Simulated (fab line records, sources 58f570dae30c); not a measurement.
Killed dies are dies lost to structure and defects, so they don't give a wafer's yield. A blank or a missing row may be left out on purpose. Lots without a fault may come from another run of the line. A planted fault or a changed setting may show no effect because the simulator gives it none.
Which tool did it? | flow berkeley_cmos170 | 13 lots, 39 wafers sampled, at 5 steps of a route of 331

WHAT THE GAUGES READ, wafer by wafer
UCB170_NLDD_CD_MEAS_06: target cd 1200 nm. Usual: cd_nm 1199.7 nm, standard deviation 1.4.
lot  | measured     | on        | cd_nm (nm)           | flag
L365 | day 8 08:58  | cd_sem-01 | 1198.3 1199.5 1199.1 |
L366 | day 8 09:55  | cd_sem-01 | 957.1 957.1 956.3    | OFF
L367 | day 8 09:25  | cd_sem-02 | 1198.8 1199.6 1198.7 |
L368 | day 8 07:44  | cd_sem-01 | 1200.8 1203.0 1203.5 |
L372 | day 9 02:41  | cd_sem-01 | 1201.9 1201.8 1200.6 |
L375 | day 9 15:26  | cd_sem-01 | 1199.6 1199.0 1199.3 |
L377 | day 11 01:23 | cd_sem-01 | 1197.4 1198.0 1197.7 |
L378 | day 11 02:13 | cd_sem-01 | 1200.2 1200.6 1200.5 |
L380 | day 11 02:29 | cd_sem-02 | 1199.8 1199.2 1198.8 |
L379 | day 11 01:34 | cd_sem-02 | 1199.4 1198.8 1199.5 |
L382 | day 11 02:25 | cd_sem-01 | 1198.6 1197.5 1199.2 |
L383 | day 12 02:34 | cd_sem-02 | 1199.7 1199.0 1199.5 |
L384 | day 12 02:07 | cd_sem-01 | 1200.7 1199.3 1202.0 |

UCB170_M2_OVL_MEAS_16. Usual: M2_OVL 3 nm, standard deviation 4.8.
lot  | measured     | on         | M2_OVL (nm) | flag
L365 | day 9 18:48  | overlay-01 | 3 0 7       |
L366 | day 9 17:15  | overlay-01 | -2 6 3      |
L367 | day 9 17:28  | overlay-02 | -3 -4 1     |
L368 | day 9 16:50  | overlay-02 | 2 5 7       |
L372 | day 10 08:23 | overlay-01 | 3 -6 -5     |
L375 | day 10 22:49 | overlay-02 | 5 0 8       |
L377 | day 12 05:42 | overlay-02 | 6 0 7       |
L378 | day 12 07:02 | overlay-02 | 8 5 10      |
L380 | day 12 06:50 | overlay-02 | 3 6 13      |
L379 | day 12 06:11 | overlay-02 | 9 8 16      |
L382 | day 12 06:26 | overlay-02 | -2 0 7      |
L383 | day 13 07:58 | overlay-02 | 2 4 6       |
L384 | day 13 06:17 | overlay-01 | 0 -1 2      |

WHICH TOOL RAN EACH LOT (tool, then ch and the chambers of the sampled wafers, then the start)
lot  | UCB170_ZERO_STRIP_07                | UCB170_PWELL_STRIP_16               | UCB170_NLDD_EXPOSE_03
L365 | plasma_asher-02 ch 0,1, day 2 17:31 | plasma_asher-01 ch 0,1, day 4 04:46 | krf_scanner-02 ch 0, day 8 07:20
L366 | plasma_asher-01 ch 0,1, day 2 17:49 | plasma_asher-01 ch 0,1, day 4 04:13 | krf_scanner-01 ch 0, day 8 08:10
L367 | plasma_asher-02 ch 0,1, day 3 00:04 | plasma_asher-01 ch 0,1, day 4 04:28 | krf_scanner-02 ch 0, day 8 07:57
L368 | plasma_asher-03 ch 0,1, day 3 00:16 | plasma_asher-04 ch 0,1, day 4 04:29 | krf_scanner-02 ch 0, day 8 06:26
L372 | plasma_asher-03 ch 0,1, day 4 00:13 | plasma_asher-02 ch 0,1, day 5 12:52 | krf_scanner-01 ch 0, day 9 01:59
L375 | plasma_asher-01 ch 0,1, day 4 09:31 | plasma_asher-01 ch 0,1, day 5 20:01 | krf_scanner-02 ch 0, day 9 14:23
L377 | plasma_asher-01 ch 0,1, day 5 08:43 | plasma_asher-04 ch 0,1, day 6 20:47 | krf_scanner-01 ch 0, day 11 00:20
L378 | plasma_asher-03 ch 0,1, day 5 08:56 | plasma_asher-01 ch 0,1, day 6 19:59 | krf_scanner-01 ch 0, day 11 01:07
L380 | plasma_asher-01 ch 0,1, day 5 18:19 | plasma_asher-01 ch 0,1, day 6 23:19 | krf_scanner-01 ch 0, day 11 01:40
L379 | plasma_asher-02 ch 0,1, day 5 18:35 | plasma_asher-02 ch 0,1, day 6 22:57 | krf_scanner-01 ch 0, day 11 00:28
L382 | plasma_asher-03 ch 0,1, day 5 21:04 | plasma_asher-01 ch 0,1, day 7 05:31 | krf_scanner-02 ch 0, day 11 01:28
L383 | plasma_asher-01 ch 0,1, day 6 05:48 | plasma_asher-02 ch 0,1, day 7 22:58 | krf_scanner-01 ch 0, day 12 02:10
L384 | plasma_asher-02 ch 0,1, day 6 12:14 | plasma_asher-01 ch 0,1, day 7 23:22 | krf_scanner-02 ch 0, day 12 01:44
- UCB170_ZERO_STRIP_07: strips in O2.
- UCB170_PWELL_STRIP_16: strips in O2.
- UCB170_NLDD_EXPOSE_03: exposes mask NSELECT, target cd 1200 nm.

WHAT THE TOOLS THEMSELVES READ (means of the sampled wafers that have a number; where no wafer has one, the mark that the record gives instead)
UCB170_ZERO_STRIP_07. Usual: drypump_motor_current_A 5.7 A, standard deviation 0.32; oes_product_au 0.727 a.u., standard deviation 0.0047; strip_time_to_endpoint_s 21.49 s, standard deviation 0.053.
lot  | tool            | drypump_motor_current_A (A) | oes_product_au (a.u.) | strip_time_to_endpoint_s (s) | flag
L365 | plasma_asher-02 | 5.4                         | 0.726                 | 21.45                        |
L366 | plasma_asher-01 | 5.7                         | 0.728                 | 21.42                        |
L367 | plasma_asher-02 | 5.4                         | 0.727                 | 21.53                        |
L368 | plasma_asher-03 | 6.0                         | 0.723                 | 21.49                        |
L372 | plasma_asher-03 | 6.1                         | 0.725                 | 21.55                        |
L375 | plasma_asher-01 | 5.7                         | 0.729                 | 21.48                        |
L377 | plasma_asher-01 | 5.7                         | 0.729                 | 21.45                        |
L378 | plasma_asher-03 | 6.0                         | 0.728                 | 21.45                        |
L380 | plasma_asher-01 | 5.6                         | 0.728                 | 21.51                        |
L379 | plasma_asher-02 | 5.4                         | 0.726                 | 21.45                        |
L382 | plasma_asher-03 | 6.0                         | 0.726                 | 21.52                        |
L383 | plasma_asher-01 | 5.6                         | 0.726                 | 21.56                        |
L384 | plasma_asher-02 | 5.3                         | 0.729                 | 21.49                        |

UCB170_PWELL_STRIP_16. Usual: drypump_motor_current_A 5.69 A, standard deviation 0.3; oes_product_au 0.721 a.u., standard deviation 0.0048; strip_time_to_endpoint_s 18.10 s, standard deviation 0.057.
lot  | tool            | drypump_motor_current_A (A) | oes_product_au (a.u.) | strip_time_to_endpoint_s (s) | flag
L365 | plasma_asher-01 | 5.66                        | 0.719                 | 18.04                        |
L366 | plasma_asher-01 | 5.68                        | 0.720                 | 18.12                        |
L367 | plasma_asher-01 | 5.67                        | 0.718                 | 18.14                        |
L368 | plasma_asher-04 | 6.01                        | 0.720                 | 18.06                        |
L372 | plasma_asher-02 | 5.43                        | 0.719                 | 18.11                        |
L375 | plasma_asher-01 | 5.66                        | 0.723                 | 18.16                        |
L377 | plasma_asher-04 | 6.17                        | 0.718                 | 18.14                        |
L378 | plasma_asher-01 | 5.66                        | 0.723                 | 18.18                        |
L380 | plasma_asher-01 | 5.70                        | 0.718                 | 18.04                        |
L379 | plasma_asher-02 | 5.31                        | 0.721                 | 18.08                        |
L382 | plasma_asher-01 | 5.70                        | 0.722                 | 18.11                        |
L383 | plasma_asher-02 | 5.41                        | 0.718                 | 18.07                        |
L384 | plasma_asher-01 | 5.68                        | 0.721                 | 18.11                        |

THE ANSWER, worked out from the rows above alone
Rule: a lot is off if the mean of its wafers that have a number lies more than 3 standard deviations from the usual mean. A lot without any number at a reading at which 4 lots or more have one is off too. The other lots that the step has rows for count as sound. The gauges are gone through in route order, then the tools' own readings, and for those a lot's mean is taken as printed above. The first step at which some lot is off is used, and at that step the reading that is off furthest; a lot without a number counts as furthest.
Off: L366, at UCB170_NLDD_CD_MEAS_06 (cd_nm).
A tool fits if, at a process step before that reading, it ran every lot that is off, and no sound lot after the first of them. The gauges at UCB170_NLDD_CD_MEAS_06 are tried like those tools. None of those tried fits.

WHAT THE SIMULATOR HAD PUT IN
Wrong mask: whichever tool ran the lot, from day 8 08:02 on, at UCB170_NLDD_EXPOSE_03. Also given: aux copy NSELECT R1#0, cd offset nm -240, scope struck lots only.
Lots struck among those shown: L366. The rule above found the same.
